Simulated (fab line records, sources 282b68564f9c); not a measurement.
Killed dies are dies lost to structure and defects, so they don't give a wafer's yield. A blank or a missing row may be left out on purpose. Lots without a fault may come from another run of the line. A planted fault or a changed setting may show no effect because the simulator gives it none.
Which tool did it? | flow rit_cmos | 15 lots, 45 wafers sampled, at 3 steps of a route of 202

WHAT THE GAUGES READ, wafer by wafer
RIT_SILICIDE_RS_MEAS_02: measures by four-point-probe.
lot  | measured    | on            | SILICIDE_TI_RS (ohm/sq)
L800 | day 3 07:02 | film_metro-04 | 47.7 48.2 47.7
L802 | day 3 19:19 | film_metro-02 | 47.5 47.3 47.5
L803 | day 3 20:53 | film_metro-03 | 48.1 47.6 48.2
L804 | day 4 10:08 | film_metro-03 | 47.1 47.3 47.7
L805 | day 4 15:55 | film_metro-04 | 47.1 47.7 48.0
L806 | day 4 16:03 | film_metro-03 | 47.8 47.4 47.5
L808 | day 5 05:19 | film_metro-04 | 47.5 47.8 47.3
L810 | day 5 11:32 | film_metro-03 | 47.9 48.3 48.4
L811 | day 5 15:50 | film_metro-04 | 47.9 47.5 47.4
L814 | day 6 04:59 | film_metro-02 | 46.8 47.3 47.4
L816 | day 6 15:30 | film_metro-04 | 48.3 49.0 48.5
L818 | day 7 02:37 | film_metro-03 | 48.0 48.0 48.3
L820 | day 7 13:58 | film_metro-03 | 47.3 47.7 47.8
L822 | day 8 03:20 | film_metro-04 | 48.5 48.1 49.0
L823 | day 8 06:55 | film_metro-02 | 47.5 47.3 47.2

RIT_SILICIDE_THK_MEAS_03: measures by xrf.
lot  | measured    | on            | SILICIDE_TI_THK (nm)
L800 | day 3 07:08 | film_metro-04 | 30.6 30.3 30.6
L802 | day 3 19:26 | film_metro-02 | 30.6 30.8 30.7
L803 | day 3 21:00 | film_metro-03 | 30.2 30.3 30.1
L804 | day 4 10:15 | film_metro-03 | 30.6 30.7 30.3
L805 | day 4 16:02 | film_metro-04 | 31.2 30.7 30.6
L806 | day 4 16:10 | film_metro-03 | 30.3 30.6 30.4
L808 | day 5 05:25 | film_metro-04 | 30.9 30.9 31.0
L810 | day 5 11:39 | film_metro-03 | 30.3 30.0 29.9
L811 | day 5 15:57 | film_metro-04 | 30.9 31.0 31.0
L814 | day 6 05:06 | film_metro-02 | 30.8 30.5 30.6
L816 | day 6 15:37 | film_metro-04 | 30.3 30.1 30.2
L818 | day 7 02:44 | film_metro-03 | 30.1 30.1 30.0
L820 | day 7 14:05 | film_metro-03 | 30.4 30.3 30.2
L822 | day 8 03:28 | film_metro-04 | 30.2 30.5 29.7
L823 | day 8 07:02 | film_metro-02 | 30.5 30.4 30.6

WHICH TOOL RAN EACH LOT (tool, then ch and the chambers of the sampled wafers, then the start)
lot  | RIT_NLDD_STRIP_09
L800 | plasma_asher-04 ch 0,1, day 2 22:22
L802 | plasma_asher-04 ch 0,1, day 3 09:10
L803 | plasma_asher-02 ch 0, day 3 12:20
L804 | plasma_asher-02 ch 0,1, day 4 00:32
L805 | plasma_asher-04 ch 0,1, day 4 04:37
L806 | plasma_asher-02 ch 0,1, day 4 07:03
L808 | plasma_asher-04 ch 0,1, day 4 19:59
L810 | plasma_asher-03 ch 0,1, day 5 03:05
L811 | plasma_asher-03 ch 0,1, day 5 07:05
L814 | plasma_asher-02 ch 0, day 5 20:35
L816 | plasma_asher-03 ch 1, day 6 07:12
L818 | plasma_asher-04 ch 0,1, day 6 18:13
L820 | plasma_asher-02 ch 0,1, day 7 05:26
L822 | plasma_asher-04 ch 0,1, day 7 19:01
L823 | plasma_asher-03 ch 0,1, day 7 21:44
- RIT_NLDD_STRIP_09: strips in O2, time 180 s.

WHAT THE TOOLS THEMSELVES READ (means of the sampled wafers that have a number; where no wafer has one, the mark that the record gives instead)
RIT_NLDD_STRIP_09.
lot  | tool            | chamber_pressure_mTorr (mTorr) | drypump_motor_current_A (A)
L800 | plasma_asher-04 | 4003                           | 5.50
L802 | plasma_asher-04 | 3998                           | 5.50
L803 | plasma_asher-02 | 4002                           | 6.14
L804 | plasma_asher-02 | 3999                           | 6.08
L805 | plasma_asher-04 | 4002                           | 5.57
L806 | plasma_asher-02 | 4005                           | 6.08
L808 | plasma_asher-04 | 3998                           | 5.55
L810 | plasma_asher-03 | 4001                           | 5.54
L811 | plasma_asher-03 | 4001                           | 5.79
L814 | plasma_asher-02 | 4001                           | 6.18
L816 | plasma_asher-03 | 4001                           | 5.32
L818 | plasma_asher-04 | 3997                           | 5.49
L820 | plasma_asher-02 | 4000                           | 5.98
L822 | plasma_asher-04 | 4001                           | 5.55
L823 | plasma_asher-03 | 4001                           | 5.76

THE ANSWER, worked out from the rows above alone
Rule: what is usual is taken from the lots themselves. Put in order of their means at a reading, lots are off if they are a third of the lots or fewer, leave a main group of 4 or more, and stand apart from it by a gap of 3 or more times the standard deviation of the main group's means; of several such gaps the widest counts. A main group whose means are all the same, to the digits that the tables above print for the reading, isn't used. A lot without any number at a reading at which 4 lots or more have one is off too. The other lots that the step has rows for count as sound. The gauges are gone through in route order, then the tools' own readings, and for those a lot's mean is taken as printed above. The first step at which some lot is off is used, and at that step the reading that is off furthest; a lot without a number counts as furthest.
No lot is off at any reading shown: from this, nothing can be told.

WHAT THE SIMULATOR HAD PUT IN
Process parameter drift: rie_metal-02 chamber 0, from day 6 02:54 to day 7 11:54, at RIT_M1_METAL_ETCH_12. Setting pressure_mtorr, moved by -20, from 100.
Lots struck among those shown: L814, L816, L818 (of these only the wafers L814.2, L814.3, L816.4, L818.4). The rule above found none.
